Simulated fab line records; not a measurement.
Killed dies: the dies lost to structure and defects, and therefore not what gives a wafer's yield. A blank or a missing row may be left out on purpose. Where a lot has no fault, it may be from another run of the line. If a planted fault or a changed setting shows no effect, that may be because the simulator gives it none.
Which tool was responsible? / flow berkeleyCmos170 / 6 lots with 18 wafers sampled at 2 steps, on a route of 331 steps

== WHAT THE GAUGES READ, wafer by wafer ==
UCB170_PWELL_OVL_MEAS_13.
lot=L929; measured=day 3 01:50; on=overlay-01; PWELL_OVL (nm)=-7 -2 -8
lot=L932; measured=day 3 14:35; on=overlay-02; PWELL_OVL (nm)=6 5 4
lot=L935; measured=day 4 13:35; on=overlay-01; PWELL_OVL (nm)=3 -6 -6
lot=L946; measured=day 6 21:54; on=overlay-01; PWELL_OVL (nm)=-2 -9 2
lot=L948; measured=day 7 06:03; on=overlay-02; PWELL_OVL (nm)=-6 -6 -8
lot=L950; measured=day 7 15:57; on=overlay-01; PWELL_OVL (nm)=0 2 -1

== EACH LOT AND THE TOOL THAT RAN IT (in order: tool; ch and the chambers of the sampled wafers; start) ==
lot=L929; UCB170_NWELL_EXPOSE_09=krfScanner-02 ch 0, day 2 12:19
lot=L932; UCB170_NWELL_EXPOSE_09=krfScanner-01 ch 0, day 2 22:08
lot=L935; UCB170_NWELL_EXPOSE_09=krfScanner-02 ch 0, day 3 18:29
lot=L946; UCB170_NWELL_EXPOSE_09=krfScanner-01 ch 0, day 6 01:24
lot=L948; UCB170_NWELL_EXPOSE_09=krfScanner-02 ch 0, day 6 13:16
lot=L950; UCB170_NWELL_EXPOSE_09=krfScanner-02 ch 0, day 6 23:14
- UCB170_NWELL_EXPOSE_09: exposes mask NWELL, target cd 3000 nm.

== THE ANSWER, worked out from the rows above alone ==
Rule: usual is defined by the lots themselves. The widest of any qualifying gaps counts: lots, ordered by their means at a reading, are off when they make up no more than a third of the lots, leave a main group of 4 or more, and stand apart from it by 3 or more times the standard deviation of that group's means. Not used: any main group whose means are identical at the precision the tables above print for the reading. A lot without any number at a reading at which 4 lots or more have one is off too. All remaining lots with rows at the step are treated as sound.
No lot is off on any of the readings shown, so nothing can be concluded from this.

== WHAT WAS PUT IN BY THE SIMULATOR ==
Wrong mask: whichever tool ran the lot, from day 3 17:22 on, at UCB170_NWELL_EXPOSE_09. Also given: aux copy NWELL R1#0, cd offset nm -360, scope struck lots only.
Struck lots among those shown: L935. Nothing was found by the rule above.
